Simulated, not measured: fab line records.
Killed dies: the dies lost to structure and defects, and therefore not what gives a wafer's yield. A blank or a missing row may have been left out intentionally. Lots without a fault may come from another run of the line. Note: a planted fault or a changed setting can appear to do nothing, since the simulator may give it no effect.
What tool caused it? || flow berkeley_cmos170 || 13 lots with 39 wafers sampled at 6 steps, on a route of 331 steps

## WHAT THE GAUGES SHOWED, per wafer
UCB170_PFIELD_OVL_MEAS_06.
{"lot": "L663", "measured": "day 4 17:53", "on": "overlay-01", "PFIELD_OVL (nm)": "0 -4 -3"}
{"lot": "L661", "measured": "day 4 18:03", "on": "overlay-02", "PFIELD_OVL (nm)": "0 -1 2"}
{"lot": "L666", "measured": "day 5 15:48", "on": "overlay-02", "PFIELD_OVL (nm)": "-4 6 2"}
{"lot": "L671", "measured": "day 6 18:58", "on": "overlay-02", "PFIELD_OVL (nm)": "-8 -9 -4"}
{"lot": "L674", "measured": "day 7 06:46", "on": "overlay-02", "PFIELD_OVL (nm)": "-9 2 -8"}
{"lot": "L675", "measured": "day 7 17:58", "on": "overlay-02", "PFIELD_OVL (nm)": "3 -7 3"}
{"lot": "L676", "measured": "day 8 02:47", "on": "overlay-01", "PFIELD_OVL (nm)": "-5 1 -2"}
{"lot": "L677", "measured": "day 8 03:14", "on": "overlay-02", "PFIELD_OVL (nm)": "11 2 11"}
{"lot": "L678", "measured": "day 8 03:45", "on": "overlay-01", "PFIELD_OVL (nm)": "-6 -3 -5"}
{"lot": "L679", "measured": "day 8 22:31", "on": "overlay-01", "PFIELD_OVL (nm)": "2 2 5"}
{"lot": "L681", "measured": "day 9 03:44", "on": "overlay-02", "PFIELD_OVL (nm)": "6 0 1"}
{"lot": "L682", "measured": "day 9 03:46", "on": "overlay-02", "PFIELD_OVL (nm)": "5 -6 -1"}
{"lot": "L680", "measured": "day 9 03:54", "on": "overlay-01", "PFIELD_OVL (nm)": "0 -6 -4"}

UCB170_NVT_OVL_MEAS_06.
{"lot": "L663", "measured": "day 5 18:09", "on": "overlay-01", "NVT_OVL (nm)": "-9 -9 -9"}
{"lot": "L661", "measured": "day 5 18:14", "on": "overlay-02", "NVT_OVL (nm)": "3 -1 -7"}
{"lot": "L666", "measured": "day 6 20:37", "on": "overlay-01", "NVT_OVL (nm)": "6 -8 2"}
{"lot": "L671", "measured": "day 8 01:37", "on": "overlay-01", "NVT_OVL (nm)": "1 -3 0"}
{"lot": "L674", "measured": "day 8 18:38", "on": "overlay-02", "NVT_OVL (nm)": "-7 -6 -4"}
{"lot": "L675", "measured": "day 9 04:44", "on": "overlay-02", "NVT_OVL (nm)": "-5 -15 -2"}
{"lot": "L676", "measured": "day 9 09:16", "on": "overlay-02", "NVT_OVL (nm)": "0 -2 6"}
{"lot": "L677", "measured": "day 9 09:29", "on": "overlay-02", "NVT_OVL (nm)": "0 2 -5"}
{"lot": "L678", "measured": "day 9 09:11", "on": "overlay-01", "NVT_OVL (nm)": "-6 -7 -8"}
{"lot": "L679", "measured": "day 10 00:49", "on": "overlay-02", "NVT_OVL (nm)": "-3 -4 -3"}
{"lot": "L681", "measured": "day 10 06:02", "on": "overlay-02", "NVT_OVL (nm)": "-9 -7 -9"}
{"lot": "L682", "measured": "day 10 05:35", "on": "overlay-02", "NVT_OVL (nm)": "-12 -10 -5"}
{"lot": "L680", "measured": "day 10 06:34", "on": "overlay-02", "NVT_OVL (nm)": "-20 -7 -6"}

UCB170_GATE_THK_MEAS_05.
{"lot": "L663", "measured": "day 6 10:50", "on": "film_metro-01", "GATE_POLY_THK (nm)": "219.0 217.8 218.3"}
{"lot": "L661", "measured": "day 6 10:50", "on": "film_metro-04", "GATE_POLY_THK (nm)": "208.3 211.7 211.5"}
{"lot": "L666", "measured": "day 7 10:16", "on": "film_metro-04", "GATE_POLY_THK (nm)": "209.1 211.7 213.5"}
{"lot": "L671", "measured": "day 8 20:41", "on": "film_metro-04", "GATE_POLY_THK (nm)": "214.0 213.8 215.8"}
{"lot": "L674", "measured": "day 9 10:58", "on": "film_metro-04", "GATE_POLY_THK (nm)": "213.4 213.4 213.3"}
{"lot": "L675", "measured": "day 9 23:29", "on": "film_metro-01", "GATE_POLY_THK (nm)": "214.5 214.8 214.2"}
{"lot": "L676", "measured": "day 9 23:26", "on": "film_metro-01", "GATE_POLY_THK (nm)": "212.7 213.5 210.2"}
{"lot": "L677", "measured": "day 9 23:26", "on": "film_metro-04", "GATE_POLY_THK (nm)": "211.0 209.9 211.9"}
{"lot": "L678", "measured": "day 9 23:25", "on": "film_metro-02", "GATE_POLY_THK (nm)": "210.1 210.0 212.2"}
{"lot": "L679", "measured": "day 10 12:37", "on": "film_metro-02", "GATE_POLY_THK (nm)": "212.1 213.5 213.0"}
{"lot": "L681", "measured": "day 10 19:49", "on": "film_metro-02", "GATE_POLY_THK (nm)": "211.9 211.5 213.8"}
{"lot": "L682", "measured": "day 10 19:44", "on": "film_metro-02", "GATE_POLY_THK (nm)": "210.6 209.4 210.8"}
{"lot": "L680", "measured": "day 10 19:45", "on": "film_metro-01", "GATE_POLY_THK (nm)": "212.5 212.2 211.7"}

UCB170_NLDD_CD_MEAS_06: the cd target is 1200 nm.
{"lot": "L663", "measured": "day 6 16:28", "on": "cd_sem-01", "cd_nm (nm)": "1200.3 1201.8 1200.3"}
{"lot": "L661", "measured": "day 6 16:40", "on": "cd_sem-01", "cd_nm (nm)": "1200.4 1200.1 1201.4"}
{"lot": "L666", "measured": "day 7 15:10", "on": "cd_sem-01", "cd_nm (nm)": "- - -"}
{"lot": "L671", "measured": "day 9 03:50", "on": "cd_sem-01", "cd_nm (nm)": "1199.4 1199.9 1200.2"}
{"lot": "L674", "measured": "day 9 15:23", "on": "cd_sem-01", "cd_nm (nm)": "1198.6 1200.1 1198.1"}
{"lot": "L675", "measured": "day 10 06:35", "on": "cd_sem-02", "cd_nm (nm)": "1200.2 1199.8 1198.6"}
{"lot": "L676", "measured": "day 10 05:26", "on": "cd_sem-02", "cd_nm (nm)": "1198.0 1198.5 1198.9"}
{"lot": "L677", "measured": "day 10 06:20", "on": "cd_sem-02", "cd_nm (nm)": "1200.4 1198.8 1200.1"}
{"lot": "L678", "measured": "day 10 06:25", "on": "cd_sem-02", "cd_nm (nm)": "1200.0 1199.2 1199.9"}
{"lot": "L679", "measured": "day 10 17:42", "on": "cd_sem-02", "cd_nm (nm)": "1197.0 1198.2 1199.1"}
{"lot": "L681", "measured": "day 11 02:17", "on": "cd_sem-02", "cd_nm (nm)": "1199.3 1201.0 1199.2"}
{"lot": "L682", "measured": "day 11 01:19", "on": "cd_sem-02", "cd_nm (nm)": "1200.5 1200.9 1199.7"}
{"lot": "L680", "measured": "day 11 02:13", "on": "cd_sem-01", "cd_nm (nm)": "1199.2 1198.9 1199.2"}

UCB170_NLDD_TW_MEAS_11.
{"lot": "L663", "measured": "day 6 17:01", "on": "film_metro-01", "NLDD_TW": "2212 2201 2214"}
{"lot": "L661", "measured": "day 6 17:14", "on": "film_metro-03", "NLDD_TW": "2219 2220 2229"}
{"lot": "L666", "measured": "day 7 15:41", "on": "film_metro-02", "NLDD_TW": "31 31 31"}
{"lot": "L671", "measured": "day 9 04:23", "on": "film_metro-01", "NLDD_TW": "2213 2207 2230"}
{"lot": "L674", "measured": "day 9 15:56", "on": "film_metro-01", "NLDD_TW": "2206 2193 2205"}
{"lot": "L675", "measured": "day 10 07:08", "on": "film_metro-02", "NLDD_TW": "2281 2277 2288"}
{"lot": "L676", "measured": "day 10 05:59", "on": "film_metro-03", "NLDD_TW": "2247 2238 2248"}
{"lot": "L677", "measured": "day 10 06:52", "on": "film_metro-01", "NLDD_TW": "2203 2195 2199"}
{"lot": "L678", "measured": "day 10 06:58", "on": "film_metro-03", "NLDD_TW": "2238 2239 2242"}
{"lot": "L679", "measured": "day 10 18:15", "on": "film_metro-03", "NLDD_TW": "2245 2240 2235"}
{"lot": "L681", "measured": "day 11 02:49", "on": "film_metro-02", "NLDD_TW": "2295 2298 2301"}
{"lot": "L682", "measured": "day 11 01:53", "on": "film_metro-01", "NLDD_TW": "2204 2220 2214"}
{"lot": "L680", "measured": "day 11 02:46", "on": "film_metro-01", "NLDD_TW": "2213 2219 2218"}

## WHAT TOOL EACH LOT RAN ON (gives the tool, then ch and the chambers of the sampled wafers, and finally the start)
{"lot": "L663", "UCB170_NLDD_EXPOSE_03": "krf_scanner-01 ch 0, day 6 15:25"}
{"lot": "L661", "UCB170_NLDD_EXPOSE_03": "krf_scanner-01 ch 0, day 6 15:34"}
{"lot": "L666", "UCB170_NLDD_EXPOSE_03": "krf_scanner-01 ch 0, day 7 14:38"}
{"lot": "L671", "UCB170_NLDD_EXPOSE_03": "krf_scanner-02 ch 0, day 9 02:55"}
{"lot": "L674", "UCB170_NLDD_EXPOSE_03": "krf_scanner-01 ch 0, day 9 14:59"}
{"lot": "L675", "UCB170_NLDD_EXPOSE_03": "krf_scanner-01 ch 0, day 10 06:02"}
{"lot": "L676", "UCB170_NLDD_EXPOSE_03": "krf_scanner-02 ch 0, day 10 04:16"}
{"lot": "L677", "UCB170_NLDD_EXPOSE_03": "krf_scanner-02 ch 0, day 10 05:27"}
{"lot": "L678", "UCB170_NLDD_EXPOSE_03": "krf_scanner-01 ch 0, day 10 05:52"}
{"lot": "L679", "UCB170_NLDD_EXPOSE_03": "krf_scanner-02 ch 0, day 10 17:19"}
{"lot": "L681", "UCB170_NLDD_EXPOSE_03": "krf_scanner-02 ch 0, day 11 01:54"}
{"lot": "L682", "UCB170_NLDD_EXPOSE_03": "krf_scanner-01 ch 0, day 11 00:56"}
{"lot": "L680", "UCB170_NLDD_EXPOSE_03": "krf_scanner-01 ch 0, day 11 01:38"}
- UCB170_NLDD_EXPOSE_03: exposes mask NSELECT, target cd 1200 nm.

## WHAT THE TOOLS THEMSELVES READ (means of the sampled wafers that have a number; where no wafer has one, the mark that the record gives instead)
The record holds no such reading with a usual standard deviation.

## THE ANSWER, worked out from the rows above alone
Rule: the lots themselves supply what counts as usual. The widest of any qualifying gaps counts: lots, ordered by their means at a reading, are off when they make up no more than a third of the lots, leave a main group of 4 or more, and stand apart from it by 3 or more times the standard deviation of that group's means. A main group is skipped when, at the precision printed for the reading in the tables above, its means are all equal. Also off: a lot with no number at a reading for which 4 or more lots have one. Where the step has rows for the other lots, those lots are counted as sound. The gauges are gone through in route order, then the tools' own readings, and for those a lot's mean is taken as printed above. At the first step where some lot is off, the reading lying furthest off is the one used; lots without a number count as furthest.
Off: L666 (UCB170_NLDD_CD_MEAS_06, cd_nm). Without a number there: L666. For the main group the mean is 1199.6 nm and the standard deviation 0.79.
If a tool, at a process step before that reading, ran all the lots that are off and no sound lot after the first of them, it fits. Not tried: the gauges at UCB170_NLDD_CD_MEAS_06; whatever is off there is also off at UCB170_NLDD_TW_MEAS_11, on other tools, and gauge error can't account for it. No candidate that was tried fits.

## WHAT HAD BEEN PUT IN BY THE SIMULATOR
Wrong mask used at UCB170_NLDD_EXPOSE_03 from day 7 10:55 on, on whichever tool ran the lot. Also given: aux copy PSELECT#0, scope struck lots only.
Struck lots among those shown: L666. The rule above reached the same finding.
